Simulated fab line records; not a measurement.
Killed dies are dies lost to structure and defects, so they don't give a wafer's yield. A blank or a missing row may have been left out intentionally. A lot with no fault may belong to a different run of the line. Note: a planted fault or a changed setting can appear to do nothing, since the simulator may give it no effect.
Problem report, 8D (eight disciplines) form, completed by code    flow berkeleyCmos170    the parts of the form that need people (team, actions taken, sign-off) are left out

1. WHAT IS WRONG
Mean of chamberPressureMTorr at UCB170_M2_METAL_ETCH_18: 5.996 mTorr across 4 wafers in 2 lots; on wafers with no fault it is 12.000 mTorr (standard deviation 0.013). So: -99 or more standard deviations from the usual mean.
The step: etches Al in Cl2/BCl3, stops on SiO2, target depth 1170 nm, time 195 s.
Seen first at day 12 11:18 on rieMetal-02, wafer L766.1. At this step, 18 wafers from 6 lots have a number in the record. Rule for "out" (also "out of limits"): further than 4 standard deviations from the usual mean. Any other wafer with a number is counted as sound.

2. WHAT IT IS AND WHAT IT IS NOT
question                     is                              is not
which readings at this step  chamberPressureMTorr            drypumpMotorCurrentA, mfcCl2Sccm, oesProductAu, throttleValvePct
which lots                   L766, L767                      L750, L751, L765, L770
which wafers of those lots   L766.1, L766.3, L767.4, L767.6  L766.4, L767.5
read on which tools          rieMetal-02                     rieMetal-01, rieMetal-03
when                         from day 12 11:18               up to then (7 sound wafers); but 7 sound wafers of L765, L767, L770 came after

3. THE SUSPECTS, EACH WITH WHAT RULES IT OUT
Counting: any tool at a process step up to the reading remains a suspect provided it ran every lot that is out. Sound lots after the first of them don't rule it out here, since some wafers of a struck lot are sound.
- rieMetal-02 at UCB170_M2_METAL_ETCH_18 (etches Al in Cl2/BCl3, stops on SiO2, target depth 1170 nm, time 195 s): kept. Every lot that is out went through it, the first being L766 (day 12 11:18); the last sound lot it ran before that was L750 (day 9 13:27). On those wafers its own readings are out: chamberPressureMTorr.
- The sound lot-mates ran in chamber 1 of rieMetal-02 at UCB170_M2_METAL_ETCH_18, but the wafers that are out ran in chamber 0.
Remaining after the count: rieMetal-02 at UCB170_M2_METAL_ETCH_18.

4. THE CAUSE (what the simulator had put in)
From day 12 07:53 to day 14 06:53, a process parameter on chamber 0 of rieMetal-02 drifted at UCB170_M2_METAL_ETCH_18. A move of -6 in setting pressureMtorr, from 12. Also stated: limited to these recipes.
Only this tool survived the counting.

5. THE CHAIN OF EFFECTS, in route order
Each row: a reading whose mean over the struck wafers that have a number lies more than 3 standard deviations from the usual. Only readings for which the record gives a usual standard deviation are gone through. hours: the time from each lot's start at the first step in this table that gives one to its start at this step, as a median over the lots. sigmas: the change in usual standard deviations.
hours  step                     reading               usual         on struck wafers  change  sigmas
0      UCB170_M2_METAL_ETCH_18  chamberPressureMTorr  12.000 mTorr  5.996             -6.004  -99 or more
Process steps it contains:
- UCB170_M2_METAL_ETCH_18: etches Al in Cl2/BCl3, stops on SiO2, target depth 1170 nm, time 195 s.

6. HOW IT WOULD HAVE BEEN CAUGHT EARLIER
In this record no reading fell out of limits until day 12 11:18, 3 hours after the fault had begun at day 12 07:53.
